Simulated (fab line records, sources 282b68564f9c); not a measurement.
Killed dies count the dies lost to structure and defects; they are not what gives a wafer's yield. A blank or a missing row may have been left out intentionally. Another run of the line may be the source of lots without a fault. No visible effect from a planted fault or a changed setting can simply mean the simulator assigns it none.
Which tool was responsible? | flow ritCmos | Sampling: 14 lots, 42 wafers, 3 of 202 route steps

WHAT THE GAUGES READ, wafer by wafer
RIT_PSD_TW_MEAS_10.
lot  | measured    | on           | PSD_TW
L497 | day 3 17:56 | filmMetro-04 | 3394 3410 3400
L499 | day 3 23:33 | filmMetro-04 | 3406 3402 3400
L498 | day 3 23:50 | filmMetro-01 | 3380 3386 3395
L500 | day 4 05:25 | filmMetro-04 | 3465 3449 3436
L501 | day 4 08:49 | filmMetro-01 | 3350 3359 3374
L504 | day 4 23:04 | filmMetro-04 | 3442 3443 3431
L506 | day 5 05:00 | filmMetro-04 | 3403 3424 3413
L509 | day 5 17:20 | filmMetro-04 | 3179 3223 3197
L510 | day 5 19:45 | filmMetro-04 | 3192 3193 3182
L511 | day 6 00:47 | filmMetro-03 | 3479 3474 3489
L512 | day 6 05:40 | filmMetro-03 | 3504 3473 3476
L513 | day 6 10:47 | filmMetro-03 | 3489 3494 3474
L518 | day 7 15:10 | filmMetro-03 | 3487 3475 3464
L520 | day 8 00:19 | filmMetro-04 | 3425 3402 3424

RIT_SDANNEAL_RS_MEAS_04: a four-point-probe measurement.
lot  | measured    | on           | PSD_RS (ohm/sq)
L497 | day 3 18:26 | filmMetro-01 | 115.15 115.27 115.73
L499 | day 4 00:02 | filmMetro-04 | 115.90 115.94 115.80
L498 | day 4 00:26 | filmMetro-01 | 115.52 115.88 115.71
L500 | day 4 06:02 | filmMetro-04 | 115.35 115.33 115.42
L501 | day 4 09:17 | filmMetro-03 | 115.87 115.85 115.82
L504 | day 4 23:40 | filmMetro-03 | 115.86 115.53 115.50
L506 | day 5 05:29 | filmMetro-01 | 115.80 116.16 115.79
L509 | day 5 17:51 | filmMetro-01 | 123.63 123.26 123.51
L510 | day 5 20:15 | filmMetro-03 | 123.22 123.08 123.20
L511 | day 6 01:17 | filmMetro-03 | 115.54 115.88 116.07
L512 | day 6 06:11 | filmMetro-04 | 115.50 116.32 115.89
L513 | day 6 11:19 | filmMetro-01 | 115.75 115.88 115.52
L518 | day 7 15:40 | filmMetro-04 | 116.18 116.05 115.91
L520 | day 8 00:49 | filmMetro-04 | 116.09 115.93 115.82

EACH LOT AND THE TOOL THAT RAN IT (in order: tool; ch and the chambers of the sampled wafers; start)
lot  | RIT_PSD_IMPLANT_08
L497 | implanter-01 ch 0, day 3 17:38
L499 | implanter-01 ch 0, day 3 23:14
L498 | implanter-04 ch 0, day 3 23:31
L500 | implanter-02 ch 0, day 4 05:05
L501 | implanter-02 ch 0, day 4 08:29
L504 | implanter-01 ch 0, day 4 22:46
L506 | implanter-01 ch 0, day 5 04:41
L509 | implanter-02 ch 0, day 5 17:02
L510 | implanter-02 ch 0, day 5 19:26
L511 | implanter-01 ch 0, day 6 00:28
L512 | implanter-01 ch 0, day 6 05:21
L513 | implanter-04 ch 0, day 6 10:28
L518 | implanter-04 ch 0, day 7 14:53
L520 | implanter-04 ch 0, day 8 00:00
- RIT_PSD_IMPLANT_08

WHAT THE TOOLS THEMSELVES READ (means of the sampled wafers that have a number; where no wafer has one, the mark that the record gives instead)
RIT_PSD_IMPLANT_08.
lot  | tool         | beamOnS (s) | doseIonsCm2 | faradayCurrentUA
L497 | implanter-01 | 12.5        | 5e+15       | 12324
L499 | implanter-01 | 12.5        | 5e+15       | 12270
L498 | implanter-04 | 14.6        | 5e+15       | 10605
L500 | implanter-02 | 14.3        | 5e+15       | 10770
L501 | implanter-02 | 14.4        | 5e+15       | 10758
L504 | implanter-01 | 12.5        | 5e+15       | 12258
L506 | implanter-01 | 12.2        | 5e+15       | 12606
L509 | implanter-02 | 9.9         | 3e+15       | 8772
L510 | implanter-02 | 10.0        | 3e+15       | 8701
L511 | implanter-01 | 12.3        | 5e+15       | 12438
L512 | implanter-01 | 12.2        | 5e+15       | 12588
L513 | implanter-04 | 14.4        | 5e+15       | 10675
L518 | implanter-04 | 14.6        | 5e+15       | 10512
L520 | implanter-04 | 14.6        | 5e+15       | 10536

THE ANSWER, worked out from the rows above alone
Rule: the usual values come from the lots themselves. Put in order of their means at a reading, lots are off if they are a third of the lots or fewer, leave a main group of 4 or more, and stand apart from it by a gap of 3 or more times the standard deviation of the main group's means; of several such gaps the widest counts. Not used: any main group whose means are identical at the precision the tables above print for the reading. Also off: a lot with no number at a reading for which 4 or more lots have one. All remaining lots with rows at the step are treated as sound. The gauges are gone through in route order, then the tools' own readings, and for those a lot's mean is taken as printed above. The first step at which some lot is off is used, and at that step the reading that is off furthest; a lot without a number counts as furthest.
Off: L509, L510, seen at RIT_PSD_TW_MEAS_10 (PSD_TW). The main group has a mean of 3433 with a standard deviation of 40.
If a tool, at a process step before that reading, ran all the lots that are off and no sound lot after the first of them, it fits. Not tried: the gauges at RIT_PSD_TW_MEAS_10; whatever is off there is also off at RIT_SDANNEAL_RS_MEAS_04, on other tools, and gauge error can't account for it. One candidate fits, namely implanter-02 at RIT_PSD_IMPLANT_08. A fault onset in the window from L501 (day 4 08:29, its last sound lot) to L509 (day 5 17:02, its first lot off) fits.
On the lots that are off, the tool's own readings at RIT_PSD_IMPLANT_08 differ by more than 5 times the standard deviation of the sound lots' means, which bears it out; doseIonsCm2 reads 3e+15 there versus 5e+15 on the sound lots.

WHAT WAS PUT IN BY THE SIMULATOR
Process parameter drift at RIT_PSD_IMPLANT_08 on implanter-02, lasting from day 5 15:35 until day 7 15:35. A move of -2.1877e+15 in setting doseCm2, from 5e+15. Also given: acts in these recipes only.
Lots struck among those shown: L509, L510. Same finding as the rule above.
